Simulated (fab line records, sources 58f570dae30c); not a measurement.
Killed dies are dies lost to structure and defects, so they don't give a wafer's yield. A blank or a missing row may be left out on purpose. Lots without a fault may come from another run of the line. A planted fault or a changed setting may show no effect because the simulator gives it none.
Chamber matching | flow berkeley_cmos170 | UCB170_GATE_ETCH_15 on rie_si-01: 4 sister chambers
The step etches poly-Si in HBr/Cl2, stops on SiO2, time 56.3 s, target depth 278.2 nm. 8 wafers are shown with their chamber, then 8 later ones without.

WAFERS WITH THEIR CHAMBER
wafer  | chamber | drypump_motor_current_A (A) | throttle_valve_pct (%)
L353.1 | 2       | 5.1                         | 26.12
L358.4 | 3       | 5.3                         | 26.03
L368.1 | 0       | 6.3                         | 26.26
L368.6 | 1       | 5.8                         | 26.30
L369.2 | 2       | 5.1                         | 26.12
L369.3 | 0       | 6.2                         | 26.27
L369.5 | 1       | 5.8                         | 26.30
L372.1 | 3       | 5.3                         | 26.02

WAFERS WITHOUT THEIR CHAMBER
wafer  | drypump_motor_current_A (A) | throttle_valve_pct (%)
L372.2 | 5.1                         | 26.10
L372.6 | 6.2                         | 26.28
L374.1 | 6.3                         | 26.28
L374.2 | 5.1                         | 26.12
L374.6 | 5.8                         | 26.32
L375.3 | 5.1                         | 26.13
L375.4 | 6.2                         | 26.26
L375.6 | 5.1                         | 26.11

WHICH CHAMBER EACH WENT THROUGH
wafer  | from the rows above | in truth
L372.2 | 2                   | 2
L372.6 | 0                   | 0
L374.1 | 0                   | 0
L374.2 | 2                   | 2
L374.6 | 1                   | 1
L375.3 | 2                   | 2
L375.4 | 0                   | 0
L375.6 | 2                   | 2
Placed correctly: 8 of 8. Can't be placed from these rows: 0. Placed wrongly: 0.
How it was worked out, from the rows above alone: a wafer's distance from a chamber is the root of the sum, over the readings, of the square of ((its reading less the chamber's mean) divided by the reading's scatter). The wafer belongs to the nearest chamber; if the next one is less than 2 further off, it can't be placed. A chamber's mean is the mean of its shown wafers. The scatter: the root of (the sum of the squares of (reading less its chamber's mean) over the shown wafers, divided by (wafers less chambers)).
